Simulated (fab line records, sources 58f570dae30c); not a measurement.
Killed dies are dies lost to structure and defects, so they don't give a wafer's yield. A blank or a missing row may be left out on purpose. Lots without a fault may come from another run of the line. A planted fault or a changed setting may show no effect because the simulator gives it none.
Which tool did it? | flow berkeley_cmos170 | 15 lots, 45 wafers sampled, at 5 steps of a route of 331

WHAT THE GAUGES READ, wafer by wafer
UCB170_GATE_OVL_MEAS_13.
lot  | measured     | on         | GATE_OVL (nm)
L627 | day 6 04:41  | overlay-02 | 2 6 -1
L628 | day 6 05:25  | overlay-01 | 1 -6 -6
L629 | day 6 08:26  | overlay-01 | 9 3 14
L630 | day 6 12:23  | overlay-01 | -8 -2 -6
L631 | day 6 12:38  | overlay-02 | 16 7 1
L632 | day 7 16:01  | overlay-02 | 6 3 11
L642 | day 9 05:30  | overlay-02 | -2 -13 -4
L640 | day 9 05:37  | overlay-02 | 13 8 7
L641 | day 9 05:43  | overlay-01 | 6 8 -6
L643 | day 9 10:51  | overlay-01 | -5 6 -3
L644 | day 9 10:51  | overlay-02 | 2 4 0
L645 | day 10 07:15 | overlay-02 | 5 12 7
L648 | day 10 07:22 | overlay-01 | -3 2 8
L647 | day 10 07:36 | overlay-02 | 2 1 2
L649 | day 10 18:18 | overlay-01 | 6 5 4

UCB170_NSD_CD_MEAS_06: target cd 1200 nm.
lot  | measured     | on        | cd_nm (nm)
L627 | day 6 19:33  | cd_sem-01 | 1200.6 1200.0 1200.6
L628 | day 6 19:23  | cd_sem-01 | 1199.3 1199.9 1199.1
L629 | day 6 19:26  | cd_sem-02 | 1200.7 1199.7 1199.9
L630 | day 7 07:40  | cd_sem-01 | - - -
L631 | day 7 07:55  | cd_sem-02 | - - -
L632 | day 8 09:35  | cd_sem-01 | - - -
L642 | day 9 18:16  | cd_sem-02 | 1198.9 1200.0 1199.9
L640 | day 9 18:47  | cd_sem-02 | 1199.5 1197.8 1197.2
L641 | day 9 18:33  | cd_sem-01 | 1202.0 1200.7 1201.4
L643 | day 10 03:35 | cd_sem-02 | 1200.3 1200.3 1200.1
L644 | day 10 03:49 | cd_sem-02 | 1200.7 1201.7 1202.7
L645 | day 10 17:49 | cd_sem-01 | 1198.0 1200.0 1200.6
L648 | day 10 17:24 | cd_sem-01 | 1200.7 1201.0 1201.1
L647 | day 10 18:04 | cd_sem-01 | 1199.4 1198.3 1198.7
L649 | day 11 06:44 | cd_sem-01 | 1200.8 1203.3 1202.9

UCB170_SILICIDE_RS_MEAS_02: measures by four-point-probe.
lot  | measured     | on            | SILICIDE_TI_RS (ohm/sq)
L627 | day 6 21:50  | film_metro-01 | 26.7 26.7 26.2
L628 | day 6 21:36  | film_metro-01 | 26.3 26.1 26.1
L629 | day 6 21:48  | film_metro-02 | 25.9 26.1 25.9
L630 | day 7 10:03  | film_metro-01 | 26.7 26.7 26.4
L631 | day 7 10:05  | film_metro-04 | 26.3 26.8 26.5
L632 | day 8 12:26  | film_metro-01 | 26.2 26.6 26.3
L642 | day 9 20:25  | film_metro-01 | 26.2 25.7 26.2
L640 | day 9 20:55  | film_metro-04 | 26.4 26.2 26.1
L641 | day 9 20:44  | film_metro-02 | 26.5 26.7 26.9
L643 | day 10 05:46 | film_metro-02 | 25.9 26.1 26.0
L644 | day 10 06:19 | film_metro-01 | 26.3 26.4 26.1
L645 | day 10 21:16 | film_metro-02 | 26.4 26.1 26.1
L648 | day 10 21:10 | film_metro-01 | 26.1 26.2 26.5
L647 | day 10 21:38 | film_metro-01 | 26.3 26.4 26.9
L649 | day 11 08:49 | film_metro-01 | 26.5 26.3 26.7

UCB170_CONTACT_CD_MEAS_15: target cd 700 nm.
lot  | measured     | on        | cd_nm (nm)
L627 | day 7 08:10  | cd_sem-02 | 698.3 698.7 699.5
L628 | day 7 07:47  | cd_sem-02 | 699.8 701.3 700.0
L629 | day 7 08:03  | cd_sem-02 | 700.9 702.5 699.5
L630 | day 7 13:58  | cd_sem-02 | 699.0 698.1 699.4
L631 | day 7 14:08  | cd_sem-01 | 700.6 698.6 699.8
L632 | day 8 18:37  | cd_sem-02 | 702.7 701.0 700.5
L642 | day 10 01:34 | cd_sem-01 | 697.8 697.5 696.5
L640 | day 10 02:34 | cd_sem-02 | 699.3 699.0 699.2
L641 | day 10 01:59 | cd_sem-02 | 700.5 700.9 700.2
L643 | day 10 11:07 | cd_sem-01 | 700.6 700.5 701.5
L644 | day 10 11:25 | cd_sem-01 | 698.7 697.4 697.8
L645 | day 11 03:40 | cd_sem-01 | 698.8 699.1 698.6
L648 | day 11 01:05 | cd_sem-01 | 700.4 698.4 699.5
L647 | day 11 03:50 | cd_sem-01 | 700.0 700.4 700.0
L649 | day 11 13:55 | cd_sem-01 | 696.1 697.1 696.0

WHICH TOOL RAN EACH LOT (tool, then ch and the chambers of the sampled wafers, then the start)
lot  | UCB170_NSD_COAT_01
L627 | litho_track-03 ch 0, day 6 18:43
L628 | litho_track-03 ch 0, day 6 18:18
L629 | litho_track-02 ch 0, day 6 18:44
L630 | litho_track-01, day 7 05:44
L631 | litho_track-03, day 7 05:59
L632 | litho_track-03, day 8 08:07
L642 | litho_track-02 ch 0, day 9 17:20
L640 | litho_track-02 ch 0, day 9 17:47
L641 | litho_track-03 ch 0, day 9 17:45
L643 | litho_track-01 ch 0, day 10 02:46
L644 | litho_track-03 ch 0, day 10 02:48
L645 | litho_track-01 ch 0, day 10 16:44
L648 | litho_track-02 ch 0, day 10 16:22
L647 | litho_track-01 ch 0, day 10 17:10
L649 | litho_track-03 ch 0, day 11 05:33
- UCB170_NSD_COAT_01: resist thk 900 nm.

WHAT THE TOOLS THEMSELVES READ (means of the sampled wafers that have a number; where no wafer has one, the mark that the record gives instead)
UCB170_NSD_COAT_01.
lot  | tool           | chill_plate_temp_C (C) | dispense_pressure_kPa (kPa)
L627 | litho_track-03 | 22.94                  | 52.5
L628 | litho_track-03 | 22.99                  | 52.5
L629 | litho_track-02 | 23.12                  | 52.4
L630 | litho_track-01 | -                      | -
L631 | litho_track-03 | -                      | -
L632 | litho_track-03 | -                      | -
L642 | litho_track-02 | 22.98                  | 52.3
L640 | litho_track-02 | 23.04                  | 52.2
L641 | litho_track-03 | 23.02                  | 52.5
L643 | litho_track-01 | 23.14                  | 57.4
L644 | litho_track-03 | 22.92                  | 52.5
L645 | litho_track-01 | 22.99                  | 57.5
L648 | litho_track-02 | 23.01                  | 52.3
L647 | litho_track-01 | 22.97                  | 57.4
L649 | litho_track-03 | 22.85                  | 52.5

THE ANSWER, worked out from the rows above alone
Rule: what is usual is taken from the lots themselves. Put in order of their means at a reading, lots are off if they are a third of the lots or fewer, leave a main group of 4 or more, and stand apart from it by a gap of 3 or more times the standard deviation of the main group's means; of several such gaps the widest counts. A main group whose means are all the same, to the digits that the tables above print for the reading, isn't used. A lot without any number at a reading at which 4 lots or more have one is off too. The other lots that the step has rows for count as sound. The gauges are gone through in route order, then the tools' own readings, and for those a lot's mean is taken as printed above. The first step at which some lot is off is used, and at that step the reading that is off furthest; a lot without a number counts as furthest.
Off: L630, L631, L632, at UCB170_NSD_CD_MEAS_06 (cd_nm). Without a number there: L630, L631, L632. The main group: mean 1200.2 nm, standard deviation 1.2.
A tool fits if, at a process step before that reading, it ran every lot that is off, and no sound lot after the first of them. The gauges at UCB170_NSD_CD_MEAS_06 aren't tried: what is off there is off at UCB170_NSD_COAT_01 too, on other tools, and a gauge's error can't cause that. None of those tried fits.

WHAT THE SIMULATOR HAD PUT IN
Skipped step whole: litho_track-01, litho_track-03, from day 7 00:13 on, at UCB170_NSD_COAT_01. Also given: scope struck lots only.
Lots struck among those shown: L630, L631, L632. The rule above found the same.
